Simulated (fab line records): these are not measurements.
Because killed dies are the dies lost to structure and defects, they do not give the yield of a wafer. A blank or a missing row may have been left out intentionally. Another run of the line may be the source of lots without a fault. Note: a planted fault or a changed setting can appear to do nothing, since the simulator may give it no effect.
Check of tool commonality + flow rit_cmos + 13 lots and 38 wafers in the sample

THE REASON FOR OPENING IT
1 of 13 lots carry a flag on the reading M1_AL_RS at RIT_M1_RS_MEAS_01. No-fault wafers: 0.0734 ohm/sq, standard deviation 0.00096.
Rule: flag the lot when none of its wafers has a number, or when each of its wafers that has one lies beyond 4 standard deviations from that mean. The other lots count as sound.

| lot  | measured    | on            | M1_AL_RS (ohm/sq), wafer by wafer | flag    |
|------|-------------|---------------|-----------------------------------|---------|
| L863 | day 3 11:19 | film_metro-03 | 0.0726 0.0731 0.0727              |         |
| L865 | day 3 15:15 | film_metro-01 | 0.0741 0.0741 0.0741              |         |
| L866 | day 3 19:34 | film_metro-04 | 0.0734 0.0731 0.0737              |         |
| L867 | day 4 02:06 | film_metro-04 | 0.0746 0.0743 0.0751              |         |
| L868 | day 4 06:50 | film_metro-04 | 0.0728 0.0733 0.0737              |         |
| L869 | day 4 11:31 | film_metro-04 | 0.0741 0.0753 0.0740              |         |
| L870 | day 4 15:18 | film_metro-01 | 0.0720 0.0713 0.0720              |         |
| L873 | day 5 08:44 | film_metro-01 | 0.1704 0.1710                     | FLAGGED |
| L874 | day 5 12:01 | film_metro-03 | 0.0732 0.0736 0.0720              |         |
| L880 | day 6 18:11 | film_metro-04 | 0.0726 0.0735 0.0716              |         |
| L882 | day 7 04:22 | film_metro-03 | 0.0727 0.0719 0.0716              |         |
| L884 | day 7 13:37 | film_metro-04 | 0.0728 0.0744 0.0736              |         |
| L886 | day 8 00:21 | film_metro-01 | 0.0746 0.0745 0.0736              |         |
On average the flagged lots read 0.1707 ohm/sq, which is +0.0973 ohm/sq against the usual, or +99 or more standard deviations.

WHICH TOOL EACH LOT WENT THROUGH
The record keeps 1 process step preceding the reading, out of 202 steps on the route. Each cell gives the tool, then ch followed by the chambers the sampled wafers passed through, then the start.
| lot  | flag    | RIT_M1_SPUTTER_00           |
|------|---------|-----------------------------|
| L863 |         | pvd_sputter-02, day 3 11:01 |
| L865 |         | pvd_sputter-03, day 3 14:57 |
| L866 |         | pvd_sputter-02, day 3 19:14 |
| L867 |         | pvd_sputter-04, day 4 01:49 |
| L868 |         | pvd_sputter-02, day 4 06:32 |
| L869 |         | pvd_sputter-04, day 4 11:12 |
| L870 |         | pvd_sputter-02, day 4 15:00 |
| L873 | FLAGGED | pvd_sputter-02, day 5 08:27 |
| L874 |         | pvd_sputter-03, day 5 11:41 |
| L880 |         | pvd_sputter-03, day 6 17:53 |
| L882 |         | pvd_sputter-03, day 7 04:04 |
| L884 |         | pvd_sputter-03, day 7 13:17 |
| L886 |         | pvd_sputter-03, day 8 00:03 |
What the steps here do:
- RIT_M1_SPUTTER_00: material Al, target thk 400 nm, time 500 s.
- RIT_M1_RS_MEAS_01: measures by four-point-probe.

FLAGGED OVER TOTAL, TOOL BY TOOL (the gauges that took the reading come last)
| step              | tool           | lots run | flagged | share of the flagged lots | sound lots run after its first flagged lot |
|-------------------|----------------|----------|---------|---------------------------|--------------------------------------------|
| RIT_M1_SPUTTER_00 | pvd_sputter-02 | 5        | 1       | all                       | 0                                          |
| RIT_M1_SPUTTER_00 | pvd_sputter-03 | 6        | 0       | none                      | -                                          |
| RIT_M1_SPUTTER_00 | pvd_sputter-04 | 2        | 0       | none                      | -                                          |
| RIT_M1_RS_MEAS_01 | film_metro-01  | 4        | 1       | all                       | 1 (L886)                                   |
| RIT_M1_RS_MEAS_01 | film_metro-03  | 3        | 0       | none                      | -                                          |
| RIT_M1_RS_MEAS_01 | film_metro-04  | 6        | 0       | none                      | -                                          |

WHAT IS ALLOWED BY THE TABLE
In 2 table rows, all flagged lots were run: pvd_sputter-02 (RIT_M1_SPUTTER_00), film_metro-01 (RIT_M1_RS_MEAS_01).
- pvd_sputter-02 at RIT_M1_SPUTTER_00: 1 of its 5 lots flagged. Its last sound lot is L870 (day 4 15:00), its first flagged lot L873 (day 5 08:27): a fault that began between those two fits. Its own readings lie more than 4 standard deviations out on every wafer of the flagged lots: cathode_dc_power_W.
- film_metro-01 at RIT_M1_RS_MEAS_01: 1 of its 4 lots flagged. Lots that were sound ran on it after the first flagged one (L886); a persistent fault on the entire tool would not allow that.
pvd_sputter-02 at RIT_M1_SPUTTER_00 is the single tool remaining.

WHAT THE SIMULATOR HAD INSERTED
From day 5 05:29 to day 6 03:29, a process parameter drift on pvd_sputter-02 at RIT_M1_SPUTTER_00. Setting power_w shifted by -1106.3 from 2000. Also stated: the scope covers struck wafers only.
Struck lots among those shown: L873. The same result came from the rule above.
